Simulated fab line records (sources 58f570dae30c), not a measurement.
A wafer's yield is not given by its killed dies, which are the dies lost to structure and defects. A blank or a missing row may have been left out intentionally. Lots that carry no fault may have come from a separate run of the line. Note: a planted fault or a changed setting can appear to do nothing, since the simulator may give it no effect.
Split-lot trial + flow berkeley_cmos170 + route with 331 steps; 5 lots, 23 wafers read

## ABOUT THE SPLIT
At UCB170_V2_PEB_10, the setting peb_temp_c was moved away from the recipe's 130 C on 9 of the 23 wafers read, by -2.1% to +2.3%. All remaining wafers had this setting at the recipe value.

## FROM THE SPLIT TO THE READING: what the file shows between them, 4 steps
- UCB170_V2_DEVELOP_11: develop time 45 s
- UCB170_V2_CD_MEAS_12: target cd 700 nm
- UCB170_V2_ETCH_14: etches SiO2 in CHF3/CF4/Ar, stops on Al, target depth 1250 nm, time 291 s
- UCB170_V2_STRIP_15: strips in O2

## THE READING
At UCB170_V2_CD_MEAS_90: cd_nm in nanometres, against a target cd of 700 nm. On this fab line, fault-free wafers typically give 700.1 nm with a standard deviation of 1.5 nm.

| wafer  | tool, chamber at the split | peb_temp_c as run, C | against the recipe | cd_nm, nm | against lot-mates on the recipe |
|--------|----------------------------|----------------------|--------------------|-----------|---------------------------------|
| L074.1 | litho_track-01, 0          | 133                  | +2.3%              | 717.9     | +18.3                           |
| L074.2 | litho_track-01, 0          | 130                  | recipe             | 698.8     | -                               |
| L074.3 | litho_track-01, 0          | 130                  | recipe             | 699.6     | -                               |
| L074.4 | litho_track-01, 0          | 130                  | recipe             | 700.5     | -                               |
| L074.6 | litho_track-01, 0          | 133                  | +2.3%              | 716.5     | +16.9                           |
| L076.1 | litho_track-03, 0          | 130                  | recipe             | 700.5     | -                               |
| L076.2 | litho_track-03, 0          | 127.9                | -1.6%              | 685.4     | -14.9                           |
| L076.3 | litho_track-03, 0          | 130                  | recipe             | 700.0     | -                               |
| L076.4 | litho_track-03, 0          | 127.9                | -1.6%              | 686.2     | -14.0                           |
| L076.6 | litho_track-03, 0          | 127.9                | -1.6%              | 684.6     | -15.6                           |
| L080.1 | litho_track-03, 0          | 130                  | recipe             | 701.6     | -                               |
| L080.3 | litho_track-03, 0          | 127.3                | -2.1%              | 681.9     | -19.2                           |
| L080.4 | litho_track-03, 0          | 130                  | recipe             | 701.1     | -                               |
| L080.5 | litho_track-03, 0          | 127.3                | -2.1%              | 682.4     | -18.7                           |
| L080.6 | litho_track-03, 0          | 130                  | recipe             | 700.6     | -                               |
| L079.1 | litho_track-01, 0          | 127.6                | -1.8%              | 684.6     | -17.9                           |
| L079.3 | litho_track-01, 0          | 127.6                | -1.8%              | 684.5     | -18.0                           |
| L079.4 | litho_track-01, 0          | 130                  | recipe             | 702.6     | -                               |
| L079.5 | litho_track-01, 0          | 130                  | recipe             | 702.8     | -                               |
| L079.6 | litho_track-01, 0          | 130                  | recipe             | 702.1     | -                               |
| L082.1 | litho_track-02, 0          | 130                  | recipe             | 697.7     | -                               |
| L082.3 | litho_track-02, 0          | 130                  | recipe             | 699.5     | -                               |
| L082.4 | litho_track-02, 0          | 130                  | recipe             | 699.8     | -                               |

FIT RESULTS
A straight line over all 23 wafers: cd_nm changes by +8.27 nm for each +1% of peb_temp_c; r = +0.99; the points scatter about the line by 1.5 nm.
The same after taking each lot's own level away (the mean of its wafers on the recipe; 23 wafers): +8.65 nm for each +1%; r = +1.00; scatter 1 nm.
The reading moves by 20 nm for the largest change in peb_temp_c, on that fit.
Across the lots, their own levels run from 699.00 to 702.50 nm, a range of 2.3 times the standard deviation given above.
The two slopes are in agreement: the lot-to-lot level therefore moves the slope only a little.
Check: with one of the wafers moved furthest among these (+2.3%) left out of the fit, the line predicts +19.8 nm for it against its lot-mates. It came out at +18.3 nm against them.

## FURTHER SPLITS ON THESE WAFERS
These wafers also went through other splits before the reading. Each is held against what the fit with the lots' levels taken away leaves over:
| other split on the same wafers | wafers away from the commonest value | r with cd_nm (lot level and that fit taken away) |
|--------------------------------|--------------------------------------|--------------------------------------------------|
| UCB170_M2_COAT_10 spin_rpm     | 5                                    | -0.46                                            |

## THE WHOLE CHAIN: every reading that the file lists as answering this split, in the file's order
| step                 | what it does                                                              | reading                                                   | change (the file's fit)              | r (the file's) |
|----------------------|---------------------------------------------------------------------------|-----------------------------------------------------------|--------------------------------------|----------------|
| UCB170_V2_CD_MEAS_12 | target cd 700 nm                                                          | cd_nm                                                     | +8.7 nm for each +1% of the setting  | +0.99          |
| UCB170_V2_ETCH_14    | etches SiO2 in CHF3/CF4/Ar, stops on Al, target depth 1250 nm, time 291 s | V2.cd_nm (the simulator's own value, which no gauge read) | +8.73 nm for each +1% of the setting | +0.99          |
| UCB170_V2_CD_MEAS_90 | target cd 700 nm                                                          | cd_nm                                                     | +8.76 nm for each +1% of the setting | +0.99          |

## THE FILE'S OWN FIT
cd_nm changes by +8.76 nm for each +1% of peb_temp_c, r = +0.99.
